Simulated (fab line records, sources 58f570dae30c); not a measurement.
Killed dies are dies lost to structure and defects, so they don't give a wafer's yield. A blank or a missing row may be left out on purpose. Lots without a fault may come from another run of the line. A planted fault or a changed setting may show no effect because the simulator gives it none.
A struck lot beside a sound one | flow berkeley_cmos170 | 15 steps out of a route of 331
Sound: wafers L694.3, L694.4, L694.5. Struck: wafers L699.1, L699.2, L699.3. The cause comes at the end.
At each step with rows: each side's tool, then ch and its chambers, then its first start. Under that, the readings that differ: sound wafers | struck wafers | difference of the means | sigmas: that difference in standard deviations of wafers without a fault.
alike: readings whose means differ by less than 2 such deviations, and words and numbers that are the same on both sides. not compared: withheld readings, readings that some wafer has no value for, bounds like >300 that may hide the same value, and numbers for which the record gives no deviation and whose values overlap.
The two part at a step that has a row with sigmas, a row that says differs or no value, or rows on one side only. Numbers that don't overlap but have no deviation are shown without sigmas and don't part them. A reading that every wafer of one side lacks parts them only if that side has two wafers or more.

UCB170_V2_CMP_02: polishes SiO2.
  sound on cmp-01 ch 0,3, day 9 20:28; struck on cmp-01 ch 0,1,3, day 11 07:36
  alike: motor_current_A
UCB170_V2_BOW_MEAS_03:
  sound on film_metro-03, day 9 20:49; struck on film_metro-04, day 11 07:54
  alike: V2_BOW
UCB170_V2_THK_MEAS_04:
  sound on film_metro-03, day 9 20:55; struck on film_metro-04, day 11 08:01
  alike: V2_POLISHED_THK
then, 7 steps without rows for these wafers: UCB170_V2_CLEAN_05 (cleans in DIW); UCB170_V2_HMDS_06 (prime time 60 s); UCB170_V2_COAT_07 (resist thk 900 nm); UCB170_V2_SOFTBAKE_08 (time 60 s); UCB170_V2_EXPOSE_09 (exposes mask VIA2, target cd 700 nm); UCB170_V2_PEB_10; UCB170_V2_DEVELOP_11 (develop time 45 s).
UCB170_V2_CD_MEAS_12: target cd 700 nm.
  sound on cd_sem-01, day 9 22:39; struck on cd_sem-02, day 11 09:56
  alike: cd_nm
UCB170_V2_OVL_MEAS_13:
  sound on overlay-02, day 9 22:44; struck on overlay-01, day 11 10:04
  alike: V2_OVL
UCB170_V2_ETCH_14: etches SiO2 in CHF3/CF4/Ar, stops on Al, target depth 1250 nm, time 291 s.
  sound on rie_diel-02 ch 0,2, day 9 22:46; struck on rie_diel-04 ch 1,2,3, day 11 10:05
  reading                             | sound             | struck            | difference | sigmas
  model.KrF_of_V2_COAT_07.thk_nm (nm) | 613.8 609.8 614.8 | 667.7 659.8 667.2 | +52.1      |
  model.V2.feature_depth_nm (nm)      | 999.9 1001 1000   | 995.1 997.8 993.4 | -4.9       |
  model.etch.depth_nm (nm)            | 999.9 1001 1000   | 995.1 997.8 993.4 | -4.9       |
  alike: drypump_motor_current_A, oes_product_au, throttle_valve_pct
  not compared: rf_hours_counter_h
UCB170_V2_STRIP_15: strips in O2.
  sound on plasma_asher-02 ch 0,1, day 9 22:58; struck on plasma_asher-02 ch 0,1, day 11 10:16
  reading                      | sound             | struck            | difference | sigmas
  strip_time_to_endpoint_s (s) | 15.39 15.32 15.42 | 16.63 16.43 16.60 | +1.18      | +10
  alike: drypump_motor_current_A, oes_product_au
  not compared: rf_hours_counter_h
UCB170_V2_CD_MEAS_90: target cd 700 nm.
  sound on cd_sem-01, day 9 23:05; struck on cd_sem-01, day 11 10:22
  alike: cd_nm

WHERE THEY PART
Only at UCB170_V2_STRIP_15, within this record. Later steps at which nothing parts them and some readings are alike: UCB170_V2_CD_MEAS_90.

WHY: what the simulator had put in
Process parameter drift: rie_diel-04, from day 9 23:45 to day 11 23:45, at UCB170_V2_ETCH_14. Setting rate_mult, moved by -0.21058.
